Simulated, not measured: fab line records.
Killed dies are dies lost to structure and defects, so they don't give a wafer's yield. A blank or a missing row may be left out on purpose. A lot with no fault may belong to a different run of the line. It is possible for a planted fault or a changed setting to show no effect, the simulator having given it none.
fab line records | flow rit-cmos
record lots=6 wafers=18 last-day=7
route steps=202 shown PSD@144 SDANNEAL@153 NSD@158 PLDD@159 NLDD@160 M1@202
lots with no fault: from the same line, run without faults
start-h: hours from the record's first day to the start of the lot's first wafer shown | wait-h: time in hours since the lot's previous step | " identical to the entry in the row above | L1.1+2: one row covering several wafers at once | - value missing, or start not given | * or withheld: withheld | < > ~ a bound
route shown NAME@n: names a module that has steps shown in the file, with the first one's number in the route | usual: mean/standard deviation taken from wafers without a fault | same: alike in all rows | chamber/n: place in a boat | sites: readings site by site | _std_site: the standard deviation of these | _edge_site: the outer-site mean with the inner-site mean subtracted | radius-mm: how far each site lies from the wafer's centre | mask NAME#n: copy n | behind: the tool/chamber that last shaped the wafer | hold: reason for holding the lot/hours on hold/outcome of the hold | device: names the non-switching transistor (n, p or np) | end of line: the route-end tests of the same wafers | where a step has no rows: the recipe by itself | killed: the dies lost at the first sort to structure and to defects; this is not the yield of the wafer | map: per-die view of a wafer (x killed, . not killed, _ where there is no die)
set.NAME: the setting as run; set.NAME@STEP: as run at that earlier step | model.NAME: the simulator's own value behind a step, which no gauge read
certain route steps with their lots: each step a table, each wafer a row
services: the hour from which a tool's chamber was out of use, counted from the record's first day as start-h (under 0 if before that day), plus the number of hours and why
## steps
# step RIT_PSD_SOFTBAKE_02
# recipe resist=NOVOLAK temp-c=90 time-s=60
# step RIT_PSD_EXPOSE_03
# recipe mask-id=M10 na=0.57 target-cd-nm=40900 dose-mj=250
# step RIT_PSD_PEB_04
# recipe resist=NOVOLAK temp-c=withheld time-s=withheld
# step RIT_PSD_DEVELOP_05
# recipe resist=NOVOLAK develop-time-s=50 dev-temp-c=23
# step RIT_PSD_OVL_MEAS_06
# usual PSD_OVL=0.1/1.2
# columns lot.wafer tool chamber start-h wait-h PSD_OVL[nm]
L604.1 overlay-01 - 72.87 - -1.3
L604.2 " - " " -0.8
L604.4 " - " " -1.6
L605.1 overlay-01 - 81.93 - 0.4
L605.4 " - " " 1.4
L605.6 " - " " -0.5
L616.1 overlay-02 - 138.63 - -0.2
L616.5 " - " " 1.0
L616.6 " - " " 2.7
L617.1 overlay-01 - 142.03 - 0.9
L617.2 " - " " 0.8
L617.6 " - " " -0.1
L618.2 overlay-02 - 148.28 - 0.5
L618.4 " - " " -1.5
L618.5 " - " " 1.4
L621.2 overlay-02 - 159.17 - -0.5
L621.3 " - " " -2.8
L621.6 " - " " -2.5
# step RIT_PSD_HARDBAKE_07
# recipe resist=NOVOLAK temp-c=140 time-s=60
# step RIT_PSD_IMPLANT_08
# recipe species=BF2 energy-kev=27 dose-cm2=5e+15 tilt-deg=7
# step RIT_PSD_STRIP_09
# recipe chemistry=O2 time-s=180 resist=NOVOLAK platen-temp-c=withheld power-w=500 pressure-mtorr=4000 o2-flow-sccm=4000
# usual drypump-motor-current-A=5.8/0.54
# columns lot.wafer tool chamber start-h wait-h drypump-motor-current-A rf-hours-counter-h
L604.1 plasma-asher-02 1 73.20 0.1 5.8 48
L604.2 " 0 " " 6.5 48
L604.4 " 1 " " 5.8 -
L605.1 plasma-asher-02 0 82.27 0.1 6.5 49
L605.4 " 1 " " 5.8 -
L605.6 " 1 " " 5.8 -
L616.1 plasma-asher-02 1 138.96 0.1 5.8 3
L616.5 " 1 " " 5.8 -
L616.6 " 0 " " 6.5 -
L617.1 plasma-asher-04 0 142.37 0.1 5.6 32
L617.2 " 1 " " 5.4 32
L617.6 " 1 " " 5.4 -
L618.2 plasma-asher-01 0 148.61 0.1 5.8 55
L618.4 " 0 " " 5.8 -
L618.5 " 1 " " 4.9 -
L621.2 plasma-asher-01 1 159.50 0.1 4.9 56
L621.3 " 0 " " 5.9 -
L621.6 " 0 " " 5.8 -
# step RIT_PSD_TW_MEAS_10
# usual PSD_TW=3413/34
# columns lot.wafer tool chamber start-h wait-h PSD_TW
L604.1 film-metro-01 - 73.38 0.1 3416
L604.2 " - " " 3410
L604.4 " - " " 3431
L605.1 film-metro-04 - 82.44 0.1 3416
L605.4 " - " " 3415
L605.6 " - " " 3411
L616.1 film-metro-03 - 139.14 0.1 3391
L616.5 " - " " 3380
L616.6 " - " " 3395
L617.1 film-metro-01 - 142.54 0.1 3483
L617.2 " - " " 3470
L617.6 " - " " 3492
L618.2 film-metro-01 - 148.79 0.1 3435
L618.4 " - " " 3416
L618.5 " - " " 3423
L621.2 film-metro-03 - 159.68 0.1 3387
L621.3 " - " " 3391
L621.6 " - " " 3389
# step RIT_SDANNEAL_CLEAN_00
# recipe chemistry=SC1 mix=3:3:50 time-s=600 temp-c=75.53
# step RIT_SDANNEAL_CLEAN_01
# recipe chemistry=dHF dilution=50:1 time-s=30
# step RIT_SDANNEAL_CLEAN_02
# recipe chemistry=SC2 mix=3:3:50 time-s=600 temp-c=75 dry=n2-spin
# step RIT_SDANNEAL_RTA_03
# recipe temp-c=1050 time-s=5 idle-temp-c=600 ramp-up-c-per-s=342 ramp-down-c-per-s=171 cool-to-c=600 ambient=N2
# usual wafer_temp_C_max=1053.4/0.99
# columns lot.wafer tool chamber start-h wait-h wafer_temp_C_max
L604.1 rtp-anneal-01 0 73.98 0.0 1052.8
L604.2 " 0 " " 1053.5
L604.4 " 0 " " 1054.2
L605.1 rtp-anneal-02 0 83.06 0.0 1052.2
L605.4 " 0 " " 1053.5
L605.6 " 0 " " 1052.5
L616.1 rtp-anneal-01 0 139.57 0.0 1047.3
L616.5 " 0 " " 1046.4
L616.6 " 0 " " 1044.4
L617.1 rtp-anneal-02 0 143.15 0.0 1053.1
L617.2 " 0 " " 1053.2
L617.6 " 0 " " 1053.2
L618.2 rtp-anneal-01 0 149.57 0.0 1045.1
L618.4 " 0 " " 1046.6
L618.5 " 0 " " 1046.5
L621.2 rtp-anneal-02 0 160.11 0.0 1052.4
L621.3 " 0 " " 1052.9
L621.6 " 0 " " 1052.8
# step RIT_SDANNEAL_RS_MEAS_04
# recipe thk-meas-gauge=four-point-probe
# usual PSD_RS=115.9/0.33
# columns lot.wafer tool chamber start-h wait-h PSD_RS[ohm/sq]
L604.1 film-metro-03 - 74.04 0.0 115.9
L604.2 " - " " 115.7
L604.4 " - " " 116.1
L605.1 film-metro-01 - 83.12 0.0 115.8
L605.4 " - " " 115.6
L605.6 " - " " 116.0
L616.1 film-metro-04 - 139.62 0.0 121.4
L616.5 " - " " 121.3
L616.6 " - " " 121.3
L617.1 film-metro-03 - 143.20 0.0 116.0
L617.2 " - " " 116.0
L617.6 " - " " 116.0
L618.2 film-metro-01 - 149.64 0.1 121.6
L618.4 " - " " 121.4
L618.5 " - " " 121.2
L621.2 film-metro-01 - 160.18 0.1 115.7
L621.3 " - " " 115.9
L621.6 " - " " 115.7
# step RIT_SDANNEAL_RS_MEAS_05
# recipe thk-meas-gauge=four-point-probe
# usual NSD_RS=83.05/0.28
# columns lot.wafer tool chamber start-h wait-h NSD_RS[ohm/sq]
L604.1 film-metro-03 - 74.16 0.1 82.73
L604.2 " - " " 83.08
L604.4 " - " " 82.88
L605.1 film-metro-01 - 83.24 0.1 82.90
L605.4 " - " " 83.03
L605.6 " - " " 82.62
L616.1 film-metro-04 - 139.74 0.1 83.77
L616.5 " - " " 83.32
L616.6 " - " " 83.40
L617.1 film-metro-03 - 143.32 0.1 82.69
L617.2 " - " " 83.13
L617.6 " - " " 82.96
L618.2 film-metro-01 - 149.76 0.1 82.97
L618.4 " - " " 83.12
L618.5 " - " " 83.27
L621.2 film-metro-01 - 160.30 0.1 82.65
L621.3 " - " " 82.77
L621.6 " - " " 82.66
# step RIT_SDANNEAL_RS_MEAS_06
# recipe thk-meas-gauge=four-point-probe
# usual PLDD_RS=180.2/0.58
# columns lot.wafer tool chamber start-h wait-h PLDD_RS[ohm/sq]
L604.1 film-metro-03 - 74.28 0.1 180.3
L604.2 " - " " 179.9
L604.4 " - " " 180.6
L605.1 film-metro-01 - 83.36 0.1 179.4
L605.4 " - " " 179.3
L605.6 " - " " 179.7
L616.1 film-metro-04 - 139.86 0.1 185.0
L616.5 " - " " 184.6
L616.6 " - " " 184.6
L617.1 film-metro-03 - 143.44 0.1 180.7
L617.2 " - " " 180.8
L617.6 " - " " 180.6
L618.2 film-metro-01 - 149.88 0.1 185.0
L618.4 " - " " 185.0
L618.5 " - " " 184.8
L621.2 film-metro-01 - 160.42 0.1 179.6
L621.3 " - " " 179.8
L621.6 " - " " 179.6
# step RIT_SDANNEAL_RS_MEAS_07
# recipe thk-meas-gauge=four-point-probe
# usual NLDD_RS=151.7/0.59
# columns lot.wafer tool chamber start-h wait-h NLDD_RS[ohm/sq]
L604.1 film-metro-03 - 74.40 0.1 150.9
L604.2 " - " " 151.0
L604.4 " - " " 150.8
L605.1 film-metro-01 - 83.48 0.1 151.2
L605.4 " - " " 150.8
L605.6 " - " " 151.0
L616.1 film-metro-04 - 139.98 0.1 151.6
L616.5 " - " " 151.5
L616.6 " - " " 151.4
L617.1 film-metro-03 - 143.56 0.1 151.8
L617.2 " - " " 151.7
L617.6 " - " " 152.5
L618.2 film-metro-01 - 150.00 0.1 151.6
L618.4 " - " " 152.1
L618.5 " - " " 151.7
L621.2 film-metro-01 - 160.54 0.1 152.0
L621.3 " - " " 151.7
L621.6 " - " " 151.4
# step RIT_M1_PROBE_99
# usual killed_at_M0_to_M3=0.0/0.12 killed-at-contacts=0.1/0.29 killed-at-front-end=7/3 killed-dies=7/3 killed-open=3.2/2 killed-short=3.5/2.1
# same gross-dies=264 killed_at_M4_up=0 killed-at-back-side=0 killed-at-other=0
# columns lot.wafer tool chamber start-h wait-h killed_at_M0_to_M3 killed-at-contacts killed-at-front-end killed-dies killed-open killed-short model.etest.pmos-turned.r-on-ohm-um model.etest.pmos_0p15.r-on-ohm-um model.etest.pmos-turned.drive-ua-um model.etest.contact-pplus.end-ohm-um model.etest.contact-nplus.end-ohm-um model.etest.vpnp.gain model.etest.diode-pplus-comb.cj-ff-um2 model.etest.diode-pplus-nwell.cj-ff-um2
L604.1 prober-01 - 82.35 0.1 1 0 4 5 2 3 3522 2824 186 44.77 39.18 1.03 2.004 1.698
L604.2 prober-01 - 82.40 0.1 0 0 2 2 2 0 3548 2813 183.5 45.73 39 1.036 2.019 1.701
L604.4 prober-01 - 82.50 0.2 0 0 6 6 4 2 3444 2748 190.8 43.6 38.93 1.055 2.005 1.702
L605.1 prober-02 - 94.37 0.1 0 0 1 1 1 0 3416 2713 192.4 44.34 39.34 1.04 2.005 1.7
L605.4 prober-02 - 94.52 0.2 0 0 8 8 4 4 3427 2724 189.7 44.68 38.88 1.025 2.026 1.713
L605.6 prober-02 - 94.62 0.2 0 0 13 13 7 6 3435 2788 189.3 43.89 38.34 1.025 2.005 1.721
L616.1 prober-01 - 147.40 0.1 0 0 4 4 2 2 3640 2915 178.9 46.45 38.5 0.9728 1.933 1.646
L616.5 prober-01 - 147.60 0.2 0 0 11 11 2 9 3705 2967 173.3 44.88 39.26 0.9863 1.943 1.645
L616.6 prober-01 - 147.65 0.2 0 0 4 4 1 3 3738 2986 170.2 46.95 39.81 0.9678 1.944 1.639
L617.1 prober-02 - 150.68 0.1 0 0 4 4 2 2 3408 2714 191.5 41.73 39.53 1.074 1.968 1.677
L617.2 prober-02 - 150.73 0.1 0 0 8 8 3 5 3494 2740 183.7 43.24 39.73 1.079 1.963 1.668
L617.6 prober-02 - 150.93 0.2 0 0 5 5 1 4 3404 2688 189.2 43.15 40.27 1.078 1.974 1.664
L618.2 prober-01 - 158.72 0.1 0 0 15 15 8 7 3948 3010 152.7 48.79 38.75 0.9045 2.012 1.723
L618.4 prober-01 - 158.82 0.2 0 0 6 6 3 3 3973 3097 151.7 48.38 38.8 0.8855 2.009 1.723
L618.5 prober-01 - 158.87 0.2 0 1 6 7 3 4 3903 3052 155.6 50.24 38.52 0.8966 2.006 1.723
L621.2 prober-02 - 167.46 0.1 0 0 9 9 6 3 3508 2793 188 43.1 41.22 1.05 1.997 1.691
L621.3 prober-02 - 167.51 0.2 0 0 5 5 1 4 3484 2826 188.3 43.33 40.34 1.051 1.991 1.687
L621.6 prober-02 - 167.66 0.2 0 0 8 8 2 6 3408 2741 191.3 43.69 40.01 1.05 1.991 1.689
# killed by level:class
L604.1 FOX1:geometric-particle:short=1 FOX1:geometric-particle:open=1 FOX2:geometric-particle:short=1 SILICIDE:geometric-particle:open=1 M1:geometric-particle:short=1
L604.2 FOX1:geometric-particle:open=1 SPACER:geometric-particle:open=1
L604.4 FOX1:geometric-particle:open=2 SILICIDE:geometric-particle:open=2 GATE:geometric-particle:short=1 SILICIDE:geometric-particle:short=1
L605.1 SILICIDE:geometric-particle:open=1
L605.4 FOX1:geometric-particle:short=2 FOX1:geometric-particle:open=2 FOX2:geometric-particle:short=1 GATE:geometric-particle:open=1 GATE:geometric-particle:short=1 SILICIDE:geometric-particle:open=1
L605.6 FOX1:geometric-particle:open=3 FOX1:geometric-particle:short=3 GATE:geometric-particle:short=3 GATE:geometric-particle:open=2 REOX:geometric-particle:open=1 SPACER:geometric-particle:open=1
L616.1 FOX1:geometric-particle:open=2 FOX1:geometric-particle:short=1 SPACER:geometric-particle:short=1
L616.5 FOX1:geometric-particle:short=3 GATE:geometric-particle:short=3 SPACER:geometric-particle:open=2 SPACER:geometric-particle:short=1 REOX:geometric-particle:short=1 SILICIDE:geometric-particle:short=1
L616.6 FOX1:geometric-particle:short=1 FOX2:geometric-particle:open=1 REOX:geometric-particle:short=1 SPACER:geometric-particle:short=1
L617.1 SILICIDE:geometric-particle:short=2 FOX1:geometric-particle:open=1 SILICIDE:geometric-particle:open=1
L617.2 GATE:geometric-particle:short=3 SPACER:geometric-particle:short=2 SILICIDE:geometric-particle:open=2 SPACER:geometric-particle:open=1
L617.6 GATE:geometric-particle:short=2 FOX1:geometric-particle:short=1 GATE:geometric-particle:open=1 REOX:geometric-particle:short=1
L618.2 GATE:geometric-particle:short=3 GATE:geometric-particle:open=3 REOX:geometric-particle:short=2 REOX:geometric-particle:open=2 SPACER:geometric-particle:open=2 FOX1:geometric-particle:short=1 SPACER:geometric-particle:short=1 SILICIDE:geometric-particle:open=1
L618.4 SPACER:geometric-particle:short=3 GATE:geometric-particle:open=2 REOX:geometric-particle:open=1
L618.5 GATE:geometric-particle:short=2 GATE:geometric-particle:open=1 REOX:geometric-particle:short=1 SPACER:geometric-particle:open=1 SILICIDE:geometric-particle:short=1 CONTACT:geometric-particle:open=1
L621.2 FOX1:geometric-particle:open=3 FOX1:geometric-particle:short=1 GATE:geometric-particle:short=1 GATE:geometric-particle:open=1 REOX:geometric-particle:open=1 SPACER:geometric-particle:open=1 SILICIDE:geometric-particle:short=1
L621.3 REOX:geometric-particle:short=2 FOX1:geometric-particle:short=1 SPACER:geometric-particle:short=1 SILICIDE:geometric-particle:open=1
L621.6 GATE:geometric-particle:short=2 FOX1:geometric-particle:open=1 FOX1:geometric-particle:short=1 FOX2:geometric-particle:short=1 REOX:geometric-particle:open=1 REOX:geometric-particle:short=1 STARTING-WAFER:geometric-particle:short=1
## services
# columns tool chamber start-h hours kind
plasma-asher-04 - 53.58 5.2 repair
plasma-asher-04 - 67.21 15.6 pm
plasma-asher-04 - 96.40 2.3 repair
plasma-asher-02 - 108.75 9.0 pm
plasma-asher-02 0 108.75 9.0 vent-cycle
plasma-asher-02 1 108.75 9.0 vent-cycle
plasma-asher-02 0 117.75 - clean
plasma-asher-02 1 117.75 - clean
plasma-asher-01 - 129.00 5.6 repair
plasma-asher-01 - 154.90 2.6 repair
## key
first-sign step=RIT_SDANNEAL_RTA_03 reading=wafer_temp_C_max direction=down sigmas=7.4 usual=* struck=*
effect step=RIT_SDANNEAL_RS_MEAS_04 reading=PSD_RS direction=up sigmas=17 usual=115.9 struck=121.4
effect step=RIT_SDANNEAL_RS_MEAS_06 reading=PLDD_RS direction=up sigmas=8 usual=180.2 struck=184.8
model-effect step=RIT_M1_PROBE_99 value=etest.pmos-turned.r-on-ohm-um without=3622 struck=3818
met-at RIT_SDANNEAL_RTA_03
struck-wafers L616.1,L616.5,L616.6,L618.2,L618.4,L618.5
tester-left-out L616,L618
onset-between 73.98 139.57
fault kind=process-parameter-drift tool=rtp-anneal-01 chamber=- onset-h=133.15 steps=RIT_SDANNEAL_RTA_03 channel=temp-c offset=* shape=step end-h=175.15 acts-in=* stated=*
# tester-left-out: of these lots the tester's yield and bins aren't shown, on N5 and GAA mostly nor the transistor test; their killed dies are dies lost to structure and defects alone, not to doping, threshold or leakage, so they don't give the yield
